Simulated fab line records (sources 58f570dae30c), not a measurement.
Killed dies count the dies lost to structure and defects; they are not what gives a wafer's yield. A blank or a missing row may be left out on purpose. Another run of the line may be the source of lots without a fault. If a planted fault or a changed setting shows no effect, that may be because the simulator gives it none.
Commonality check across tools || flow berkeley cmos170 || 42 wafers sampled across 13 lots

REASON FOR OPENING
Of 13 lots, 1 have the reading NSD_TW flagged at UCB170_NSD_TW_MEAS_10. Wafers without a fault read 4176, standard deviation 36.
Rule: a lot is flagged in two cases, either no wafer of it has a number, or all its wafers with numbers fall more than 4 standard deviations from that mean. The rest of the lots are taken to be sound.

{"lot": "L871", "measured": "day 6 19:05", "on": "film metro-04", "NSD_TW, wafer by wafer": "4203 4216 4194", "flag": ""}
{"lot": "L872", "measured": "day 6 19:38", "on": "film metro-04", "NSD_TW, wafer by wafer": "4229 4189 4198", "flag": ""}
{"lot": "L874", "measured": "day 7 06:20", "on": "film metro-04", "NSD_TW, wafer by wafer": "4229 4218 4219", "flag": ""}
{"lot": "L873", "measured": "day 7 06:35", "on": "film metro-03", "NSD_TW, wafer by wafer": "4140 4128 4134", "flag": ""}
{"lot": "L875", "measured": "day 7 06:49", "on": "film metro-03", "NSD_TW, wafer by wafer": "4136 4143 4122", "flag": ""}
{"lot": "L878", "measured": "day 8 04:11", "on": "film metro-04", "NSD_TW, wafer by wafer": "30 30 30 30 30 30", "flag": "FLAGGED"}
{"lot": "L885", "measured": "day 9 18:00", "on": "film metro-03", "NSD_TW, wafer by wafer": "4155 4152 4137", "flag": ""}
{"lot": "L887", "measured": "day 10 07:21", "on": "film metro-01", "NSD_TW, wafer by wafer": "4178 4197 4208", "flag": ""}
{"lot": "L888", "measured": "day 10 17:38", "on": "film metro-01", "NSD_TW, wafer by wafer": "4187 4184 4194", "flag": ""}
{"lot": "L889", "measured": "day 10 17:59", "on": "film metro-03", "NSD_TW, wafer by wafer": "4144 4109 4140", "flag": ""}
{"lot": "L890", "measured": "day 10 21:37", "on": "film metro-04", "NSD_TW, wafer by wafer": "4230 4255 4242", "flag": ""}
{"lot": "L891", "measured": "day 10 22:05", "on": "film metro-04", "NSD_TW, wafer by wafer": "4215 4203 4213", "flag": ""}
{"lot": "L892", "measured": "day 11 14:05", "on": "film metro-01", "NSD_TW, wafer by wafer": "4166 4185 4192", "flag": ""}
On average the flagged lots read 30, which is -4146 against the usual, or -99 or more standard deviations.

LOT BY LOT: THE TOOL USED
3 process steps preceding the reading are held in the record, out of 331 steps in the route. Each cell gives the tool, then ch followed by the chambers the sampled wafers passed through, then the start.
{"lot": "L871", "flag": "", "UCB170_NLDD_STRIP_10": "plasma asher-04 ch 0,1, day 6 11:09", "UCB170_PSD_STRIP_09": "plasma asher-01 ch 0,1, day 6 17:10", "UCB170_NSD_STRIP_09": "plasma asher-02 ch 0,1, day 6 18:59"}
{"lot": "L872", "flag": "", "UCB170_NLDD_STRIP_10": "plasma asher-02 ch 1, day 6 11:10", "UCB170_PSD_STRIP_09": "plasma asher-01 ch 0,1, day 6 17:25", "UCB170_NSD_STRIP_09": "plasma asher-02 ch 0,1, day 6 19:32"}
{"lot": "L874", "flag": "", "UCB170_NLDD_STRIP_10": "plasma asher-02 ch 0, day 6 20:07", "UCB170_PSD_STRIP_09": "plasma asher-02 ch 1, day 7 04:20", "UCB170_NSD_STRIP_09": "plasma asher-02 ch 0,1, day 7 06:14"}
{"lot": "L873", "flag": "", "UCB170_NLDD_STRIP_10": "plasma asher-01 ch 0,1, day 6 19:25", "UCB170_PSD_STRIP_09": "plasma asher-03 ch 0,1, day 7 04:26", "UCB170_NSD_STRIP_09": "plasma asher-04 ch 0,1, day 7 06:29"}
{"lot": "L875", "flag": "", "UCB170_NLDD_STRIP_10": "plasma asher-01 ch 0,1, day 6 20:03", "UCB170_PSD_STRIP_09": "plasma asher-02 ch 0,1, day 7 04:43", "UCB170_NSD_STRIP_09": "plasma asher-03 ch 0,1, day 7 06:43"}
{"lot": "L878", "flag": "FLAGGED", "UCB170_NLDD_STRIP_10": "plasma asher-04 ch 0,1, day 7 19:00", "UCB170_PSD_STRIP_09": "plasma asher-03 ch 0,1, day 8 02:02", "UCB170_NSD_STRIP_09": "plasma asher-02 ch 0,1, day 8 04:04"}
{"lot": "L885", "flag": "", "UCB170_NLDD_STRIP_10": "plasma asher-04 ch 0,1, day 9 10:03", "UCB170_PSD_STRIP_09": "plasma asher-01 ch 0,1, day 9 15:55", "UCB170_NSD_STRIP_09": "plasma asher-03 ch 0,1, day 9 17:53"}
{"lot": "L887", "flag": "", "UCB170_NLDD_STRIP_10": "plasma asher-01 ch 0,1, day 9 22:24", "UCB170_PSD_STRIP_09": "plasma asher-03 ch 0,1, day 10 03:42", "UCB170_NSD_STRIP_09": "plasma asher-03 ch 0,1, day 10 07:16"}
{"lot": "L888", "flag": "", "UCB170_NLDD_STRIP_10": "plasma asher-01 ch 0, day 10 09:20", "UCB170_PSD_STRIP_09": "plasma asher-03 ch 0,1, day 10 15:49", "UCB170_NSD_STRIP_09": "plasma asher-04 ch 0,1, day 10 17:32"}
{"lot": "L889", "flag": "", "UCB170_NLDD_STRIP_10": "plasma asher-04 ch 1, day 10 09:35", "UCB170_PSD_STRIP_09": "plasma asher-01 ch 0,1, day 10 15:53", "UCB170_NSD_STRIP_09": "plasma asher-03 ch 0,1, day 10 17:53"}
{"lot": "L890", "flag": "", "UCB170_NLDD_STRIP_10": "plasma asher-04 ch 0, day 10 13:49", "UCB170_PSD_STRIP_09": "plasma asher-02 ch 0,1, day 10 19:01", "UCB170_NSD_STRIP_09": "plasma asher-04 ch 0,1, day 10 21:31"}
{"lot": "L891", "flag": "", "UCB170_NLDD_STRIP_10": "plasma asher-02 ch 0,1, day 10 14:33", "UCB170_PSD_STRIP_09": "plasma asher-03 ch 0,1, day 10 19:08", "UCB170_NSD_STRIP_09": "plasma asher-02 ch 0,1, day 10 21:59"}
{"lot": "L892", "flag": "", "UCB170_NLDD_STRIP_10": "plasma asher-04 ch 0, day 11 05:14", "UCB170_PSD_STRIP_09": "plasma asher-02 ch 0,1, day 11 12:25", "UCB170_NSD_STRIP_09": "plasma asher-04 ch 0,1, day 11 13:59"}
What these steps do:
- UCB170_NLDD_STRIP_10: strips in O2.
- UCB170_PSD_STRIP_09: strips in O2.
- UCB170_NSD_STRIP_09: strips in O2.
- UCB170_NSD_TW_MEAS_10

FLAGGED AGAINST TOTAL, ONE TOOL AT A TIME (gauges that did the reading follow at the end)
{"step": "UCB170_NLDD_STRIP_10", "tool": "plasma asher-01", "lots run": 4, "flagged": 0, "share of the flagged lots": "none", "sound lots run after its first flagged lot": "-"}
{"step": "UCB170_NLDD_STRIP_10", "tool": "plasma asher-02", "lots run": 3, "flagged": 0, "share of the flagged lots": "none", "sound lots run after its first flagged lot": "-"}
{"step": "UCB170_NLDD_STRIP_10", "tool": "plasma asher-04", "lots run": 6, "flagged": 1, "share of the flagged lots": "all", "sound lots run after its first flagged lot": "4 (L885,L889,L890,L892)"}
{"step": "UCB170_PSD_STRIP_09", "tool": "plasma asher-01", "lots run": 4, "flagged": 0, "share of the flagged lots": "none", "sound lots run after its first flagged lot": "-"}
{"step": "UCB170_PSD_STRIP_09", "tool": "plasma asher-02", "lots run": 4, "flagged": 0, "share of the flagged lots": "none", "sound lots run after its first flagged lot": "-"}
{"step": "UCB170_PSD_STRIP_09", "tool": "plasma asher-03", "lots run": 5, "flagged": 1, "share of the flagged lots": "all", "sound lots run after its first flagged lot": "3 (L887,L888,L891)"}
{"step": "UCB170_NSD_STRIP_09", "tool": "plasma asher-02", "lots run": 5, "flagged": 1, "share of the flagged lots": "all", "sound lots run after its first flagged lot": "1 (L891)"}
{"step": "UCB170_NSD_STRIP_09", "tool": "plasma asher-03", "lots run": 4, "flagged": 0, "share of the flagged lots": "none", "sound lots run after its first flagged lot": "-"}
{"step": "UCB170_NSD_STRIP_09", "tool": "plasma asher-04", "lots run": 4, "flagged": 0, "share of the flagged lots": "none", "sound lots run after its first flagged lot": "-"}
{"step": "UCB170_NSD_TW_MEAS_10", "tool": "film metro-01", "lots run": 3, "flagged": 0, "share of the flagged lots": "none", "sound lots run after its first flagged lot": "-"}
{"step": "UCB170_NSD_TW_MEAS_10", "tool": "film metro-03", "lots run": 4, "flagged": 0, "share of the flagged lots": "none", "sound lots run after its first flagged lot": "-"}
{"step": "UCB170_NSD_TW_MEAS_10", "tool": "film metro-04", "lots run": 6, "flagged": 1, "share of the flagged lots": "all", "sound lots run after its first flagged lot": "2 (L890,L891)"}

WHAT IS ALLOWED BY THE TABLE
4 rows of the table ran every flagged lot: plasma asher-04 at UCB170_NLDD_STRIP_10, plasma asher-03 at UCB170_PSD_STRIP_09, plasma asher-02 at UCB170_NSD_STRIP_09, film metro-04 at UCB170_NSD_TW_MEAS_10.
- plasma asher-04 at UCB170_NLDD_STRIP_10 ran 6 lots, 1 of them flagged. Sound lots followed the first flagged one (L885, L889, L890, L892) on it, something a lasting fault affecting the whole tool could not allow.
- plasma asher-03 at UCB170_PSD_STRIP_09 ran 5 lots, 1 of them flagged. Sound lots followed the first flagged one (L887, L888, L891) on it, something a lasting fault affecting the whole tool could not allow. Its own readings (oes product au) fall more than 4 standard deviations out on all wafers of the flagged lots.
- plasma asher-02 at UCB170_NSD_STRIP_09 ran 5 lots, 1 of them flagged. Sound lots followed the first flagged one (L891) on it, something a lasting fault affecting the whole tool could not allow. Its own readings (oes product au, strip time to endpoint s) fall more than 4 standard deviations out on all wafers of the flagged lots.
- film metro-04 at UCB170_NSD_TW_MEAS_10 ran 6 lots, 1 of them flagged. Sound lots followed the first flagged one (L890, L891) on it, something a lasting fault affecting the whole tool could not allow.
Every row of the table either missed a flagged lot or ran a sound lot after the first.

WHAT HAD BEEN PUT IN BY THE SIMULATOR
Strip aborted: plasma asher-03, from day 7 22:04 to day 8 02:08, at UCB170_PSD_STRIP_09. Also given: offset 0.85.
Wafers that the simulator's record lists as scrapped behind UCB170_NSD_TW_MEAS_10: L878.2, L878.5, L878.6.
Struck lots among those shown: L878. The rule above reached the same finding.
